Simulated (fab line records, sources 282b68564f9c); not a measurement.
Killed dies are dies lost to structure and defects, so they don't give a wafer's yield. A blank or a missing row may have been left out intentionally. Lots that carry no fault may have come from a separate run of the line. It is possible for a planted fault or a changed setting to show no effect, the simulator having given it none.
Code-filled problem report in 8D (eight disciplines) form || flow rit-cmos || the parts of the form that need people (team, actions taken, sign-off) are left out

1. WHAT WENT WRONG
Across 6 wafers from 2 lots, PSD_RS at RIT_SDANNEAL_RS_MEAS_04 averages 118.52 ohm/sq, while fault-free wafers read 115.95 ohm/sq with a standard deviation of 0.26. That is +9.9 standard deviations from the usual mean.
The step: measures by four-point-probe.
Earliest sighting: wafer L935.1 on film-metro-01 at day 4 07:33. Wafers with a number at this step in the record: 42, from 14 lots. Rule for "out", or "out of limits": more than 4 standard deviations from the usual mean. Any other wafer with a number is counted as sound.

2. WHAT IT IS, AND WHAT IT ISN'T
{"question": "which readings at this step", "is": "PSD_RS", "is not": "-"}
{"question": "which lots", "is": "L935, L937", "is not": "L929, L930, L931, L936, L938, L940, L942, L944, L946, L949, L950, L952"}
{"question": "which wafers of those lots", "is": "all that have a number", "is not": "-"}
{"question": "read on which gauges", "is": "film-metro-01, film-metro-03", "is not": "film-metro-02"}
{"question": "when", "is": "from day 4 07:33", "is not": "up to then (9 sound wafers); but 27 sound wafers of L936, L938, L940, L942, L944, L946, L949, L950, L952 came after"}

3. WHAT RULES OUT EACH SUSPECT
Counting: any tool at a process step up to the reading is kept as a suspect provided that every lot that is out went through it and no sound lot did after the first of them.
- the gauge at RIT_SDANNEAL_RS_MEAS_04: ruled out. The wafers that are out were read on 2 gauges (film-metro-01, film-metro-03).
- rtp-anneal-02 at RIT_SDANNEAL_RTA_03 (time 5 s): ruled out as a lasting fault. The sound lots L950, L952 went through it after L935, its earliest lot that is out (day 4 07:29).
Left after counting: nothing in the record.

4. THE CAUSE (what the simulator had put in)
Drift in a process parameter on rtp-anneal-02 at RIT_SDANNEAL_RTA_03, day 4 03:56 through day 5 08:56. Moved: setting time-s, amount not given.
The count ruled it out by mistake, since the rule takes a fault to strike every lot its tool runs from the start of the fault on, and this one did not do so.

5. THE CHAIN OF EFFECTS, in route order
Each row: a reading where the mean over the struck wafers with a number is more than 3 standard deviations away from the usual. Readings are gone through only where the record gives a usual standard deviation; hours: the median, over the lots, of the time from a lot's start at the first step in this table giving one to that lot's start at this step; sigmas: the change measured in usual standard deviations.
{"hours": 0, "step": "RIT_SDANNEAL_RS_MEAS_04", "reading": "PSD_RS", "usual": "115.95 ohm/sq", "on struck wafers": 118.52, "change": "+2.57", "sigmas": "+9.9"}
{"hours": 0, "step": "RIT_SDANNEAL_RS_MEAS_06", "reading": "PLDD_RS", "usual": "178.6 ohm/sq", "on struck wafers": 181.5, "change": "+2.9", "sigmas": "+6.2"}
Later steps that measure or inspect, where all struck wafers having a row at the step show a number for every such reading and not one has moved that far: RIT_M1_BOW_MEAS_16.

6. HOW IT WOULD HAVE BEEN CAUGHT EARLIER
Counted from the fault's start at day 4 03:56, it took 4 hours until the first out-of-limits reading at a measuring or inspecting step in this record, taken at day 4 07:33.
Of the tool readings at RIT_SDANNEAL_RTA_03 for which the record gives a usual standard deviation, none was out on any struck wafer, so an alarm limit of 4 standard deviations on them would not have fired.
